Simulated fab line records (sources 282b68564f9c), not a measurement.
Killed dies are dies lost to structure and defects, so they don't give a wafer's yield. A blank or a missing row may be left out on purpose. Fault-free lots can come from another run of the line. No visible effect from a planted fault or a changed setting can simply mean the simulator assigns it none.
Which of the tools did it?	flow ritCmos	15 lots, 45 wafers sampled, at 2 steps of a route of 202

== WHAT THE GAUGES SHOWED, per wafer ==
RIT_M1_CD_MEAS_90: the cd target is 2600 nm.
lot	measured	on	cdNm (nm)
L948	day 3 11:02	cdSem-01	2604 2600 2599
L949	day 3 17:43	cdSem-01	2601 2601 2602
L951	day 4 03:16	cdSem-01	2601 2602 2602
L953	day 4 14:58	cdSem-02	- - -
L954	day 4 16:47	cdSem-02	- - -
L955	day 4 21:41	cdSem-01	- - -
L956	day 5 05:56	cdSem-01	2595 2595 2595
L961	day 6 06:58	cdSem-02	2594 2595 2594
L963	day 6 11:56	cdSem-02	2600 2603 2604
L964	day 6 19:53	cdSem-02	2600 2602 2601
L965	day 7 00:50	cdSem-01	2598 2597 2601
L966	day 7 03:19	cdSem-02	2601 2603 2602
L968	day 7 16:25	cdSem-02	2602 2604 2605
L970	day 7 23:38	cdSem-02	2597 2594 2596
L971	day 8 05:56	cdSem-02	2602 2602 2600

== WHICH TOOL RAN EACH LOT (tool, then ch and the chambers of the sampled wafers, then the start) ==
lot	RIT_M1_METAL_ETCH_12
L948	rieMetal-02 ch 0,1, day 3 10:30
L949	rieMetal-01 ch 0,1, day 3 17:10
L951	rieMetal-02 ch 1, day 4 02:44
L953	rieMetal-03 ch 0,1, day 4 14:27
L954	rieMetal-02 ch 0,1, day 4 16:16
L955	rieMetal-01 ch 0,1, day 4 21:11
L956	rieMetal-03 ch 0,1, day 5 05:23
L961	rieMetal-01 ch 0,1, day 6 06:28
L963	rieMetal-02 ch 0,1, day 6 11:26
L964	rieMetal-01 ch 0,1, day 6 19:23
L965	rieMetal-03 ch 0, day 7 00:11
L966	rieMetal-01 ch 0,1, day 7 02:47
L968	rieMetal-02 ch 0,1, day 7 15:55
L970	rieMetal-03 ch 0,1, day 7 23:05
L971	rieMetal-02 ch 0,1, day 8 05:25
- RIT_M1_METAL_ETCH_12: etches Al in Cl2/BCl3, stops on SiO2, time 165 s, target depth 600 nm.

== WHAT THE TOOLS THEMSELVES READ (means of the sampled wafers that have a number; where no wafer has one, the mark that the record gives instead) ==
RIT_M1_METAL_ETCH_12.
lot	tool	bcl3FlowSccm (sccm)	chamberPressureMTorr (mTorr)	drypumpMotorCurrentA (A)	oesProductAu (a.u.)	throttleValvePct (%)
L948	rieMetal-02	50.15	99.93	5.9	0.778	8.24
L949	rieMetal-01	50.09	100.05	5.3	0.783	8.32
L951	rieMetal-02	49.88	100.08	5.5	0.770	8.15
L953	rieMetal-03	-	-	-	-	-
L954	rieMetal-02	-	-	-	-	-
L955	rieMetal-01	-	-	-	-	-
L956	rieMetal-03	49.90	100.01	6.0	0.777	8.31
L961	rieMetal-01	50.17	100.02	5.3	0.777	8.29
L963	rieMetal-02	49.93	99.97	5.9	0.774	8.24
L964	rieMetal-01	49.87	100.00	5.4	0.776	8.30
L965	rieMetal-03	49.90	99.98	6.2	0.761	8.28
L966	rieMetal-01	50.14	100.00	5.3	0.790	8.31
L968	rieMetal-02	50.01	99.98	5.7	0.789	8.19
L970	rieMetal-03	49.95	99.92	5.7	0.777	8.34
L971	rieMetal-02	49.90	99.95	5.9	0.791	8.26

== THE ANSWER, worked out from the rows above alone ==
Rule: usual is defined by the lots themselves. The widest of any qualifying gaps counts: lots, ordered by their means at a reading, are off when they make up no more than a third of the lots, leave a main group of 4 or more, and stand apart from it by 3 or more times the standard deviation of that group's means. The tables above print the reading to a certain number of digits; a main group whose means all agree to those digits is not used. A lot without any number at a reading at which 4 lots or more have one is off too. Where the step has rows for the other lots, those lots are counted as sound. The gauges are gone through in route order, then the tools' own readings, and for those a lot's mean is taken as printed above. At the first step where some lot is off, the reading lying furthest off is the one used; lots without a number count as furthest.
Off, at RIT_M1_CD_MEAS_90 on cdNm: L953, L954, L955. Without a number there: L953, L954, L955. For the main group the mean is 2600 nm and the standard deviation 3.
If a tool, at a process step before that reading, ran all the lots that are off and no sound lot after the first of them, it fits. The gauges at RIT_M1_CD_MEAS_90 aren't tried: what is off there is off at RIT_M1_METAL_ETCH_12 too, on other tools, and a gauge's error can't cause that. None of those tried fits.

== WHAT THE SIMULATOR PUT IN ==
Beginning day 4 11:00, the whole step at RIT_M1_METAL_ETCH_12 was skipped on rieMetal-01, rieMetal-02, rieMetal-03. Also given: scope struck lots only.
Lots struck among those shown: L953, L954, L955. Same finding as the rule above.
